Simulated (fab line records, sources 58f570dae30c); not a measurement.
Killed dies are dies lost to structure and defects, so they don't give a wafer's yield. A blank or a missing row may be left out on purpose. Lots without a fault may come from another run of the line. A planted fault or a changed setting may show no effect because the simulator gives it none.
fab line records | flow berkeley_cmos170
record lots=6 wafers=18 last_day=12
route steps=331 shown M2@280 V2@292
lots that met no fault: from a run of the same line without faults
start_h: hours from the record's first day to the start of the lot's first wafer shown | wait_h: hours since the lot's step before | " the same as in the row above | L1.1+2: a row that stands for several wafers | - no value, or no start given | * or withheld: withheld | < > ~ a bound
route shown NAME@n: a module of which the file shows steps, and the number in the route of the first | usual: mean/standard deviation of fault-free wafers | same: alike in all rows | chamber/n: place in a boat | sites: the reading at each site | _std_site: their standard deviation | _edge_site: outer sites' mean less inner sites' | radius_mm: how far each site lies from the wafer's centre | mask NAME#n: copy n | behind: the tool/chamber that last shaped the wafer | hold: why the lot was held/for how many hours/how that ended | device: the transistor (n, p or np) that didn't switch | end of line: the same wafers' tests at the end of the route | a step without rows: its recipe alone | killed: dies lost to structure and defects at the first sort, not the wafer's yield | map: a wafer's dies, x killed, . not, _ none there
set.NAME: the setting as run; set.NAME@STEP: as run at that earlier step | model.NAME: the simulator's own value behind a step, which no gauge read
lots at some steps of the route; a table a step, a row a wafer
services: from which hour (start_h, from the record's first day; less than 0 if before it) a tool's chamber was out of use, for how many hours, and why
## steps
# step UCB170_M2_COAT_09
# recipe resist=BARC temp_c=withheld time_s=withheld spin_rpm=3000 resist_thk_nm=withheld
# step UCB170_M2_COAT_10
# recipe resist=KrF spin_rpm=1500 resist_thk_nm=900
# step UCB170_M2_SOFTBAKE_11
# recipe resist=KrF temp_c=130 time_s=60
# step UCB170_M2_EXPOSE_12
# recipe mask_id=METAL2 target_cd_nm=700 na=0.5 sigma_outer=0.6 source_shape=conventional dose_mj=26
# step UCB170_M2_PEB_13
# recipe peb_temp_c=130 peb_time_s=withheld resist=KrF
# step UCB170_M2_DEVELOP_14
# recipe developer=TMAH develop_time_s=45 resist=KrF dev_temp_c=21
# step UCB170_M2_CD_MEAS_15
# recipe target_cd_nm=700
# usual cd_nm=700.0/1.3
# columns lot.wafer tool chamber start_h wait_h cd_nm
L927.2 cd_sem-02 - 195.34 - 698.3
L927.4 " - " " 698.9
L927.6 " - " " 699.9
L930.2 cd_sem-01 - 210.20 - 700.2
L930.3 " - " " 699.3
L930.6 " - " " 699.0
L935.2 cd_sem-02 - 225.58 - 699.7
L935.4 " - " " 697.7
L935.5 " - " " 700.1
L936.1 cd_sem-02 - 236.72 - 700.7
L936.3 " - " " 702.9
L936.5 " - " " 700.5
L943.3 cd_sem-01 - 272.04 - 699.6
L943.4 " - " " 701.5
L943.5 " - " " 700.4
L942.1 cd_sem-01 - 278.45 - 698.9
L942.3 " - " " 700.4
L942.6 " - " " 699.6
# step UCB170_M2_OVL_MEAS_16
# usual M2_OVL=6/5.7
# columns lot.wafer tool chamber start_h wait_h M2_OVL[nm]
L927.2 overlay-02 - 195.45 0.1 1
L927.4 " - " " 9
L927.6 " - " " 7
L930.2 overlay-01 - 210.30 0.1 9
L930.3 " - " " 0
L930.6 " - " " 1
L935.2 overlay-01 - 225.68 0.1 8
L935.4 " - " " 9
L935.5 " - " " 3
L936.1 overlay-02 - 236.84 0.1 2
L936.3 " - " " -3
L936.5 " - " " 6
L943.3 overlay-02 - 272.14 0.1 4
L943.4 " - " " 3
L943.5 " - " " 3
L942.1 overlay-02 - 278.57 0.1 14
L942.3 " - " " 11
L942.6 " - " " 11
# step UCB170_M2_ETCH_17
# recipe chemistry=N2/H2 target_depth_a=withheld overetch_a=withheld target=BARC time_s=withheld source_w=500 bias_w=100 pressure_mtorr=30 n2_flow_sccm=100 h2_flow_sccm=200
# usual drypump_motor_current_A=5.7/0.36 oes_product_au=1.002/0.017 rf_fwd_power_W=494.4/2.1 throttle_valve_pct=13.38/0.16
# columns lot.wafer tool chamber start_h wait_h drypump_motor_current_A oes_product_au rf_fwd_power_W throttle_valve_pct
L927.2 rie_diel-02 0 195.48 0.0 5.5 1.011 489.2 13.02
L927.4 " 1 " " 6.3 0.973 490.8 13.39
L927.6 " 2 " " 6.0 1.002 496.7 13.37
L930.2 rie_diel-02 1 210.33 0.0 6.3 0.970 495.0 13.39
L930.3 " 0 " " 5.5 1.010 491.0 13.02
L930.6 " 0 " " 5.5 1.008 491.0 13.01
L935.2 rie_diel-01 0 225.71 0.0 5.6 0.996 492.1 13.43
L935.4 " 3 " " 5.4 1.019 495.8 13.15
L935.5 " 0 " " 5.6 1.011 492.4 13.44
L936.1 rie_diel-02 2 236.88 0.0 6.0 1.002 493.3 13.37
L936.3 " 0 " " 5.5 1.015 492.6 13.01
L936.5 " 2 " " 6.0 1.005 495.8 13.36
L943.3 rie_diel-02 1 272.16 0.0 6.3 0.963 498.9 13.40
L943.4 " 2 " " 6.0 1.000 495.4 13.36
L943.5 " 2 " " 6.0 0.994 494.8 13.37
L942.1 rie_diel-03 3 278.60 0.0 5.9 1.015 498.1 13.37
L942.3 " 1 " " 5.9 0.992 497.0 13.43
L942.6 " 3 " " 5.9 1.022 496.9 13.37
# step UCB170_M2_METAL_ETCH_18
# recipe chemistry=Cl2/BCl3 target=Al stop_on=SiO2 pressure_mtorr=12 target_depth_a=11700 over_etch_frac=0.3 time_s=195 icp_w=600 bias_w=120 Cl2_flow_sccm=90 bcl3_flow_sccm=45
# usual drypump_motor_current_A=6.0/0.49 he_backside_leak_sccm=3.40/0.19 oes_product_au=0.851/0.011 rf_fwd_power_W=597.5/1.8 throttle_valve_pct=24.41/0.2
# columns lot.wafer tool chamber start_h wait_h drypump_motor_current_A he_backside_leak_sccm oes_product_au rf_fwd_power_W rf_hours_counter_h throttle_valve_pct
L927.2 rie_metal-02 0 195.52 - 6.6 3.35 0.857 596.6 12 24.35
L927.4 " 1 " " 6.0 3.61 0.853 597.5 - 24.70
L927.6 " 1 " " 6.0 3.56 0.840 594.4 - 24.70
L930.2 rie_metal-02 1 210.44 - 6.0 3.66 0.851 599.2 - 24.69
L930.3 " 1 " " 6.0 3.65 0.842 598.7 - 24.71
L930.6 " 1 " " 6.0 3.58 0.854 595.5 - 24.71
L935.2 rie_metal-03 0 225.76 - 5.5 3.49 0.867 597.1 9 24.12
L935.4 " 1 " " 5.7 3.51 0.872 596.1 - 24.57
L935.5 " 1 " " 5.7 3.42 0.871 595.4 - 24.56
L936.1 rie_metal-02 0 236.92 - 6.5 3.32 0.846 596.2 0 24.32
L936.3 " 1 " " 6.0 3.55 0.858 597.6 - 24.68
L936.5 " 1 " " 6.0 3.50 0.850 596.4 - 24.71
L943.3 rie_metal-02 1 272.27 - 6.0 3.68 0.845 597.0 - 24.69
L943.4 " 0 " " 6.6 3.34 0.843 596.2 - 24.29
L943.5 " 0 " " 6.6 3.22 0.839 597.1 - 24.31
L942.1 rie_metal-01 1 278.64 - 5.5 3.39 0.857 600.9 1 24.43
L942.3 " 1 " " 5.5 3.50 0.857 601.5 - 24.40
L942.6 " 0 " " 6.7 3.27 0.835 597.7 - 24.27
# step UCB170_M2_STRIP_19
# recipe chemistry=O2 power_w=400 pressure_mtorr=3500 platen_temp_c=withheld o2_flow_sccm=400 overash_fraction=0.5
# usual drypump_motor_current_A=5.7/0.33 oes_product_au=0.545/0.016
# columns lot.wafer tool chamber start_h wait_h drypump_motor_current_A oes_product_au rf_hours_counter_h
L927.2 plasma_asher-04 0 195.71 0.1 5.9 0.536 9
L927.4 " 1 " " 5.7 0.549 -
L927.6 " 0 " " 5.9 0.548 -
L930.2 plasma_asher-03 0 210.75 0.2 5.2 0.537 43
L930.3 " 0 " " 5.2 0.544 -
L930.6 " 0 " " 5.2 0.549 -
L935.2 plasma_asher-04 1 225.94 0.1 5.7 0.570 13
L935.4 " 0 " " 5.9 0.568 -
L935.5 " 1 " " 5.7 0.567 -
L936.1 plasma_asher-01 0 237.11 0.1 5.6 0.541 52
L936.3 " 1 " " 6.2 0.554 -
L936.5 " 1 " " 6.2 0.547 -
L943.3 plasma_asher-01 1 272.42 0.1 6.3 0.544 -
L943.4 " 0 " " 5.6 0.553 -
L943.5 " 1 " " 6.3 0.537 -
L942.1 plasma_asher-04 1 278.83 0.1 5.7 0.538 18
L942.3 " 1 " " 5.7 0.534 -
L942.6 " 0 " " 5.9 0.525 -
# step UCB170_M2_CD_MEAS_90
# recipe target_cd_nm=700
# usual cd_nm=700.9/2.6
# columns lot.wafer tool chamber start_h wait_h cd_nm
L927.2 cd_sem-02 - 195.83 0.1 702.0
L927.4 " - " " 701.1
L927.6 " - " " 704.9
L930.2 cd_sem-02 - 210.87 0.1 701.4
L930.3 " - " " 701.9
L930.6 " - " " 698.7
L935.2 cd_sem-02 - 226.06 0.1 699.9
L935.4 " - " " 702.6
L935.5 " - " " 702.0
L936.1 cd_sem-01 - 237.21 0.1 697.8
L936.3 " - " " 703.9
L936.5 " - " " 701.7
L943.3 cd_sem-01 - 272.53 0.1 700.1
L943.4 " - " " 701.4
L943.5 " - " " 699.8
L942.1 cd_sem-01 - 278.93 0.1 695.4
L942.3 " - " " 698.6
L942.6 " - " " 700.0
# step UCB170_V2_CVD_00
# recipe material=SiO2 target_thk_nm=2000 temp_c=390 precursor=TEOS/O2 time_s=250 rf_w=550 pressure_mtorr=9000
# usual heater_power_w=237/67 rf_fwd_power_W=548.6/1.7
# columns lot.wafer tool chamber start_h wait_h heater_power_w rf_fwd_power_W
L927.2 pecvd-01 2 195.93 0.1 143 548.8
L927.4 " 0 " " 188 549.5
L927.6 " 2 " " 194 548.7
L930.2 pecvd-03 0 210.97 0.1 324 550.3
L930.3 " 1 " " 231 549.3
L930.6 " 2 " " 219 546.7
L935.2 pecvd-03 2 226.16 0.1 214 548.7
L935.4 " 0 " " 240 550.5
L935.5 " 1 " " 158 546.0
L936.1 pecvd-03 2 237.33 0.1 223 549.7
L936.3 " 1 " " 224 548.7
L936.5 " 1 " " 160 547.4
L943.3 pecvd-01 0 272.61 0.1 210 548.1
L943.4 " 1 " " 192 549.8
L943.5 " 2 " " 210 544.5
L942.1 pecvd-04 1 279.05 0.1 366 547.3
L942.3 " 0 " " 322 546.3
L942.6 " 1 " " 278 548.3
# step UCB170_V2_THK_MEAS_01
# recipe reads=SiO2_of_V2_CVD_00
# usual V2_TEOS_THK=1992/27
# columns lot.wafer tool chamber start_h wait_h V2_TEOS_THK[nm]
L927.2 film_metro-02 - 196.09 0.1 1958
L927.4 " - " " 2000
L927.6 " - " " 2028
L930.2 film_metro-03 - 211.14 0.1 1992
L930.3 " - " " 1994
L930.6 " - " " 2002
L935.2 film_metro-03 - 226.33 0.1 1703
L935.4 " - " " 2021
L935.5 " - " " 2003
L936.1 film_metro-02 - 237.48 0.1 1704
L936.3 " - " " 1969
L936.5 " - " " 1996
L943.3 film_metro-02 - 272.79 0.1 1989
L943.4 " - " " 2055
L943.5 " - " " 2030
L942.1 film_metro-03 - 279.21 0.1 1959
L942.3 " - " " 1962
L942.6 " - " " 2000
# step UCB170_V2_CMP_02
# recipe material=SiO2 down_force_psi=6 platen_rpm=60 pad_velocity_m_s=0.75398
# usual motor_current_A=15.2/1.1 slurry_filter_dp_kPa=13.52/0.13
# columns lot.wafer tool chamber start_h wait_h motor_current_A slurry_filter_dp_kPa
L927.2 cmp-02 2 196.24 0.1 13.2 13.37
L927.4 " 3 " " 15.2 13.67
L927.6 " 1 " " 15.6 13.68
L930.3 cmp-01 2 211.19 0.0 16.7 13.60
L930.2 " 3 " " 14.7 13.43
L930.6 " 3 " " 13.7 13.61
L935.4 cmp-01 1 226.38 0.0 15.1 13.54
L935.2 " 2 " " 15.7 13.36
L935.5 " 2 " " 16.2 13.52
L936.3 cmp-01 3 237.59 0.1 15.4 13.52
L936.1 " 1 " " 16.0 13.82
L936.5 " 3 " " 14.8 13.56
L943.3 cmp-02 3 272.83 0.0 14.3 13.55
L943.4 " 0 " " 16.1 13.40
L943.5 " 0 " " 16.2 13.46
L942.3 cmp-02 0 279.32 0.1 15.9 13.29
L942.1 " 1 " " 15.5 13.61
L942.6 " 0 " " 15.7 13.41
# step UCB170_V2_BOW_MEAS_03
# recipe mode=bow
# usual V2_BOW=37/6.9
# columns lot.wafer tool chamber start_h wait_h V2_BOW[um]
L927.2 film_metro-01 - 196.46 0.2 41
L927.4 " - " " 34
L927.6 " - " " 43
L930.2 film_metro-01 - 211.51 0.2 24
L930.3 " - " " 32
L930.6 " - " " 29
L935.2 film_metro-02 - 226.70 0.2 35
L935.4 " - " " 54
L935.5 " - " " 28
L936.1 film_metro-03 - 237.84 0.1 35
L936.3 " - " " 37
L936.5 " - " " 39
L943.3 film_metro-01 - 273.17 0.3 32
L943.4 " - " " 37
L943.5 " - " " 38
L942.1 film_metro-03 - 279.57 0.1 29
L942.3 " - " " 38
L942.6 " - " " 41
# step UCB170_V2_THK_MEAS_04
# recipe reads=SiO2_of_V2_CVD_00
# usual V2_POLISHED_THK=999.4/1.2
# columns lot.wafer tool chamber start_h wait_h V2_POLISHED_THK[nm]
L927.2 film_metro-01 - 196.57 0.1 999.7
L927.4 " - " " 1000.5
L927.6 " - " " 1000.8
L930.2 film_metro-01 - 211.62 0.1 998.4
L930.3 " - " " 998.8
L930.6 " - " " 999.0
L935.2 film_metro-02 - 226.81 0.1 745.8
L935.4 " - " " 999.0
L935.5 " - " " 1000.1
L936.1 film_metro-03 - 237.96 0.1 744.5
L936.3 " - " " 997.6
L936.5 " - " " 997.3
L943.3 film_metro-01 - 273.27 0.1 1001.9
L943.4 " - " " 998.9
L943.5 " - " " 999.3
L942.1 film_metro-03 - 279.69 0.1 999.6
L942.3 " - " " 999.1
L942.6 " - " " 998.8
# step UCB170_V2_CLEAN_05
# recipe chemistry=DIW
# step UCB170_V2_HMDS_06
# recipe prime_time_s=60 prime_temp_c=100
# step UCB170_V2_COAT_07
# recipe resist=KrF spin_rpm=1500 resist_thk_nm=900
# step UCB170_V2_SOFTBAKE_08
# recipe resist=KrF temp_c=130 time_s=60
# step UCB170_V2_EXPOSE_09
# recipe mask_id=VIA2 target_cd_nm=700 na=0.5 sigma_outer=0.6 source_shape=conventional dose_mj=37
# step UCB170_V2_PEB_10
# recipe peb_temp_c=130 peb_time_s=withheld resist=KrF
# step UCB170_V2_DEVELOP_11
# recipe developer=TMAH develop_time_s=45 resist=KrF dev_temp_c=21
# step UCB170_V2_CD_MEAS_12
# recipe target_cd_nm=700
# usual cd_nm=699.9/1.3
# columns lot.wafer tool chamber start_h wait_h cd_nm
L927.2 cd_sem-02 - 197.73 - 697.5
L927.4 " - " " 698.8
L927.6 " - " " 698.2
L930.2 cd_sem-01 - 212.70 - 701.5
L930.3 " - " " 700.9
L930.6 " - " " 702.0
L935.2 cd_sem-02 - 228.85 - 700.8
L935.4 " - " " 700.6
L935.5 " - " " 700.8
L936.1 cd_sem-01 - 239.05 - 698.3
L936.3 " - " " 698.9
L936.5 " - " " 698.0
L943.3 cd_sem-01 - 276.22 - 699.9
L943.4 " - " " 699.0
L943.5 " - " " 698.9
L942.1 cd_sem-01 - 281.35 - 697.9
L942.3 " - " " 698.4
L942.6 " - " " 698.0
# step UCB170_V2_OVL_MEAS_13
# usual V2_OVL=-5/5.7
# columns lot.wafer tool chamber start_h wait_h V2_OVL[nm]
L927.2 overlay-01 - 197.84 0.1 -4
L927.4 " - " " 1
L927.6 " - " " 2
L930.2 overlay-02 - 212.81 0.1 -8
L930.3 " - " " -8
L930.6 " - " " 2
L935.2 overlay-01 - 228.96 0.1 -11
L935.4 " - " " 2
L935.5 " - " " -4
L936.1 overlay-02 - 239.17 0.1 -5
L936.3 " - " " -6
L936.5 " - " " -3
L943.3 overlay-02 - 276.31 0.1 -2
L943.4 " - " " -5
L943.5 " - " " 7
L942.1 overlay-01 - 281.47 0.1 -7
L942.3 " - " " 0
L942.6 " - " " -1
# step UCB170_V2_ETCH_14
# recipe chemistry=CHF3/CF4/Ar target=SiO2 stop_on=Al CHF3_flow_sccm=45 cf4_flow_sccm=15 Ar_flow_sccm=150 pressure_mtorr=200 rf_w=700 target_depth_a=12500 over_etch_frac=0.25 time_s=291
# usual CHF3_flow_sccm=44.98/0.14 drypump_motor_current_A=5.66/0.26 oes_product_au=0.868/0.015 rf_fwd_power_W=698.4/2.3 throttle_valve_pct=7.03/0.11
# columns lot.wafer tool chamber start_h wait_h CHF3_flow_sccm drypump_motor_current_A oes_product_au rf_fwd_power_W rf_hours_counter_h throttle_valve_pct
L927.2 rie_diel-04 2 197.87 0.0 44.90 5.91 0.870 696.3 21 7.06
L927.4 " 0 " " 45.05 5.35 0.862 697.4 76 7.00
L927.6 " 0 " " 45.07 5.34 0.873 698.2 - 7.01
L930.2 rie_diel-03 1 212.84 0.0 44.99 5.92 0.855 693.2 82 6.95
L930.3 " 3 " " 45.07 5.90 0.875 698.9 20 6.94
L930.6 " 0 " " 44.93 5.84 0.881 695.4 - 7.00
L935.2 rie_diel-03 1 228.99 0.0 44.82 5.92 0.739 698.7 83 6.94
L935.4 " 2 " " 44.93 5.41 0.865 698.9 60 6.99
L935.5 " 0 " " 45.01 5.81 0.878 696.8 - 6.99
L936.1 rie_diel-01 3 239.21 0.0 45.12 5.44 0.762 699.5 22 6.74
L936.3 " 0 " " 45.07 5.57 0.866 697.0 7 7.01
L936.5 " 0 " " 45.08 5.62 0.868 697.8 - 7.02
L943.3 rie_diel-04 1 276.34 0.0 44.89 5.93 0.864 697.4 5 7.03
L943.4 " 2 " " 45.04 5.89 0.852 696.8 24 7.06
L943.5 " 0 " " 45.02 5.33 0.866 698.2 - 7.01
L942.1 rie_diel-03 2 281.51 0.0 44.89 5.39 0.868 696.4 62 6.99
L942.3 " 0 " " 45.03 5.83 0.871 698.1 22 6.99
L942.6 " 3 " " 44.99 5.90 0.872 696.9 - 6.96
# step UCB170_V2_STRIP_15
# recipe chemistry=O2 power_w=400 pressure_mtorr=3500 platen_temp_c=withheld o2_flow_sccm=400 overash_fraction=0.5
# usual drypump_motor_current_A=5.81/0.27 oes_product_au=0.722/0.0043 strip_time_to_endpoint_s=15.30/0.12
# columns lot.wafer tool chamber start_h wait_h drypump_motor_current_A oes_product_au rf_hours_counter_h strip_time_to_endpoint_s
L927.2 plasma_asher-04 0 198.05 0.1 5.93 0.722 9 15.36
L927.4 " 0 " " 5.94 0.727 - 15.17
L927.6 " 1 " " 5.68 0.725 - 15.11
L930.2 plasma_asher-01 0 213.02 0.1 5.56 0.723 49 15.18
L930.3 " 1 " " 6.26 0.723 - 15.40
L930.6 " 0 " " 5.59 0.725 - 15.35
L935.2 plasma_asher-02 1 229.17 0.1 5.35 0.726 49 15.27
L935.4 " 1 " " 5.35 0.715 - 15.50
L935.5 " 0 " " 6.14 0.724 - 15.30
L936.1 plasma_asher-04 1 239.39 0.1 5.70 0.718 15 15.26
L936.3 " 1 " " 5.69 0.722 - 15.47
L936.5 " 0 " " 5.95 0.724 - 15.40
L943.3 plasma_asher-04 0 276.55 0.1 5.96 0.717 - 15.48
L943.4 " 1 " " 5.70 0.722 - 15.34
L943.5 " 0 " " 5.94 0.717 - 15.28
L942.1 plasma_asher-04 1 281.69 0.1 5.72 0.720 19 15.29
L942.3 " 0 " " 5.94 0.723 - 15.12
L942.6 " 0 " " 5.95 0.719 - 15.00
## services
# columns tool chamber start_h hours kind
cmp-01 - 173.38 4.2 repair
pecvd-04 - 178.13 0.8 repair
pecvd-04 - 183.84 14.6 pm
cmp-02 - 187.33 3.1 pm
rie_diel-02 - 187.76 0.3 repair
rie_diel-02 2 188.01 2.7 repair
pecvd-03 1 191.04 4.3 repair
rie_diel-01 - 205.63 1.5 repair
cmp-02 - 216.22 3.7 repair
cmp-01 - 217.09 1.2 repair
rie_diel-02 2 219.47 4.8 repair
rie_diel-01 2 224.37 6.6 repair
rie_diel-02 0 225.63 8.0 repair
plasma_asher-01 - 225.93 0.7 repair
cmp-01 - 232.00 4.0 pm
rie_diel-03 2 232.11 8.2 repair
pecvd-01 - 234.03 1.0 repair
pecvd-01 - 242.50 14.0 pm
pecvd-01 1 246.71 12.0 repair
rie_diel-03 - 257.98 1.7 repair
pecvd-03 0 258.68 9.5 repair
cmp-01 - 261.21 0.4 repair
rie_diel-03 - 263.20 0.2 repair
rie_diel-01 - 278.85 2.8 pm
## key
first_sign step=UCB170_V2_THK_MEAS_01 reading=V2_TEOS_THK direction=down sigmas=11 usual=1992 struck=1704
effect step=UCB170_V2_THK_MEAS_04 reading=V2_POLISHED_THK direction=down sigmas=99+ usual=999.4 struck=745.1
effect step=UCB170_V2_ETCH_14 reading=oes_product_au direction=down sigmas=8 usual=0.868 struck=0.751
met_at UCB170_V2_CVD_00
struck_wafers L935.2,L936.1
sort_left_out L935.2
onset_between 210.97 226.16
fault kind=site_profile_drift tool=pecvd-03 chamber=2 onset_h=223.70 steps=UCB170_V2_CVD_00 basis=fraction max_abs_drift=0.28662 slope_share_per_hr=143.31 site_pattern=0,0,0,0,0,-1,-1,-1,-1
# sort_left_out: the simulated sort isn't trusted on such a fault, so these wafers' sort isn't shown, and their yield isn't known
